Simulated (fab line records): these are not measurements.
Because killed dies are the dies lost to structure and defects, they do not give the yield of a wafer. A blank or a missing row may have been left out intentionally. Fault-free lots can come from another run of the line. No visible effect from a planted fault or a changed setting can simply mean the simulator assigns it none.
Matching of chambers + flow berkeleyCmos170 + rieDiel-03 running UCB170_PWELL_ETCH_14: 4 sister chambers
The step etches Si3N4 in CH3F/Ar/O2, stops on SiO2, target depth 242 nm, time 151 s. 4 wafers are shown with their chamber, then 7 later ones without.

== WAFERS, EACH WITH ITS CHAMBER ==
| wafer  | chamber | throttleValvePct (%) |
|--------|---------|----------------------|
| L804.2 | 3       | 8.07                 |
| L805.6 | 1       | 8.18                 |
| L808.1 | 2       | 8.28                 |
| L808.2 | 0       | 8.29                 |

== WAFERS WITHOUT THEIR CHAMBER ==
| wafer  | throttleValvePct (%) |
|--------|----------------------|
| L808.5 | 8.07                 |
| L815.2 | 8.30                 |
| L815.4 | 8.27                 |
| L815.5 | 8.30                 |
| L820.1 | 8.06                 |
| L820.3 | 8.27                 |
| L820.5 | 8.16                 |

== WHICH CHAMBER EACH WENT THROUGH ==
| wafer  | from the rows above     | in truth |
|--------|-------------------------|----------|
| L808.5 | 3                       | 3        |
| L815.2 | can't be placed: 0 or 2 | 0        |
| L815.4 | can't be placed: 2 or 0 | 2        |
| L815.5 | can't be placed: 0 or 2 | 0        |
| L820.1 | 3                       | 3        |
| L820.3 | can't be placed: 2 or 0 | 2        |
| L820.5 | 1                       | 1        |
Placed correctly: 3 of 7. From these rows, 4 cannot be placed; in 4 the true chamber is one of the candidates. Placed wrongly: 0.
How it was worked out, from the rows above alone: a wafer's distance from a chamber is the root of the sum, over the readings, of the square of ((its reading less the chamber's mean) divided by the reading's scatter). The wafer belongs to the nearest chamber; if the next one is less than 2 further off, it can't be placed. For every chamber, the mean is computed from those of its wafers that are shown. The scatter (one wafer shown for each chamber): square how far every hidden wafer sits from the nearest shown wafer, average those squares and take the square root.
